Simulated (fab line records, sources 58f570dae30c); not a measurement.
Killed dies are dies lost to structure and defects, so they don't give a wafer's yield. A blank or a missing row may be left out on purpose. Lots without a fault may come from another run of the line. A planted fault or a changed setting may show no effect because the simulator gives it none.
Which tool did it? | flow berkeley_cmos170 | 14 lots, 42 wafers sampled, at 3 steps of a route of 331

WHAT THE GAUGES READ, wafer by wafer
UCB170_NWELL_TW_MEAS_16.
lot  | measured    | on            | NWELL_TW
L396 | day 2 13:19 | film_metro-02 | 1246 1248 1247
L397 | day 2 22:23 | film_metro-02 | 1243 1241 1244
L399 | day 3 08:10 | film_metro-01 | 1262 1266 1260
L400 | day 3 08:28 | film_metro-02 | 1253 1245 1248
L403 | day 3 22:21 | film_metro-02 | 1248 1240 1243
L405 | day 4 15:19 | film_metro-01 | 1268 1266 1263
L407 | day 4 20:47 | film_metro-03 | 1329 1328 1329 1327 1326 1328
L408 | day 5 06:19 | film_metro-02 | 1309 1310 1318 1311 1319 1315
L413 | day 5 22:29 | film_metro-03 | 1256 1258 1260
L414 | day 6 07:41 | film_metro-01 | 1263 1260 1260
L415 | day 6 11:44 | film_metro-03 | 1254 1257 1259
L416 | day 6 20:56 | film_metro-02 | 1236 1240 1240
L417 | day 7 06:07 | film_metro-01 | 1261 1258 1251
L419 | day 7 17:51 | film_metro-03 | 1258 1252 1258

UCB170_V1_OVL_MEAS_13.
lot  | measured     | on         | V1_OVL (nm)
L396 | day 8 18:23  | overlay-01 | -3 4 -6
L397 | day 9 09:16  | overlay-01 | -11 -3 -1
L399 | day 9 12:56  | overlay-02 | -10 -9 1
L400 | day 9 10:43  | overlay-01 | 1 -8 -1
L403 | day 10 03:10 | overlay-02 | 1 -2 3
L405 | day 10 20:05 | overlay-01 | -1 -1 5
L407 | day 11 04:29 | overlay-01 | 2 -2 2
L408 | day 11 22:42 | overlay-01 | -13 -4 0
L413 | day 12 02:37 | overlay-01 | 5 3 -1
L414 | day 13 04:45 | overlay-01 | -6 -4 -2
L415 | day 13 06:49 | overlay-02 | -4 0 -5
L416 | day 13 07:05 | overlay-02 | -3 -3 -2
L417 | day 13 07:31 | overlay-01 | 3 0 -1
L419 | day 14 02:16 | overlay-02 | -4 -1 -3

WHICH TOOL RAN EACH LOT (tool, then ch and the chambers of the sampled wafers, then the start)
lot  | UCB170_NWELL_IMPLANT_14
L396 | implanter-03 ch 0, day 2 13:04
L397 | implanter-02 ch 0, day 2 22:08
L399 | implanter-03 ch 0, day 3 07:55
L400 | implanter-02 ch 0, day 3 08:13
L403 | implanter-03 ch 0, day 3 22:07
L405 | implanter-02 ch 0, day 4 15:06
L407 | implanter-02 ch 0, day 4 20:32
L408 | implanter-02 ch 0, day 5 06:04
L413 | implanter-01 ch 0, day 5 22:14
L414 | implanter-01 ch 0, day 6 07:28
L415 | implanter-03 ch 0, day 6 11:29
L416 | implanter-01 ch 0, day 6 20:41
L417 | implanter-03 ch 0, day 7 05:52
L419 | implanter-01 ch 0, day 7 17:36
- UCB170_NWELL_IMPLANT_14

WHAT THE TOOLS THEMSELVES READ (means of the sampled wafers that have a number; where no wafer has one, the mark that the record gives instead)
UCB170_NWELL_IMPLANT_14.
lot  | tool         | beam_energy_keV
L396 | implanter-03 | 150.01
L397 | implanter-02 | 149.93
L399 | implanter-03 | 149.99
L400 | implanter-02 | 150.06
L403 | implanter-03 | 150.04
L405 | implanter-02 | 150.05
L407 | implanter-02 | 202.53
L408 | implanter-02 | 202.46
L413 | implanter-01 | 149.94
L414 | implanter-01 | 150.01
L415 | implanter-03 | 150.02
L416 | implanter-01 | 150.02
L417 | implanter-03 | 149.97
L419 | implanter-01 | 150.04

THE ANSWER, worked out from the rows above alone
Rule: what is usual is taken from the lots themselves. Put in order of their means at a reading, lots are off if they are a third of the lots or fewer, leave a main group of 4 or more, and stand apart from it by a gap of 3 or more times the standard deviation of the main group's means; of several such gaps the widest counts. A main group whose means are all the same, to the digits that the tables above print for the reading, isn't used. A lot without any number at a reading at which 4 lots or more have one is off too. The other lots that the step has rows for count as sound. The gauges are gone through in route order, then the tools' own readings, and for those a lot's mean is taken as printed above. The first step at which some lot is off is used, and at that step the reading that is off furthest; a lot without a number counts as furthest.
Off: L407, L408, at UCB170_NWELL_TW_MEAS_16 (NWELL_TW). The main group: mean 1253, standard deviation 8.3.
A tool fits if, at a process step before that reading, it ran every lot that is off, and no sound lot after the first of them. The gauges at UCB170_NWELL_TW_MEAS_16 aren't tried: what is off there is off at UCB170_NWELL_IMPLANT_14 too, on other tools, and a gauge's error can't cause that. One fits: implanter-02 at UCB170_NWELL_IMPLANT_14. Its last sound lot is L405 (day 4 15:06), its first lot that is off L407 (day 4 20:32): a fault that began between those two fits.
The tool's own readings at UCB170_NWELL_IMPLANT_14 bear it out: on the lots that are off they differ by more than 5 times the standard deviation of the sound lots' means. beam_energy_keV reads 202.50 there against 150.01 on the sound lots.

WHAT THE SIMULATOR HAD PUT IN
Process parameter drift: implanter-02, from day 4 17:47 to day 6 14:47, at UCB170_NWELL_IMPLANT_14. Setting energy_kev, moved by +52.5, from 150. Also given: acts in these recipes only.
Lots struck among those shown: L407, L408. The rule above found the same.
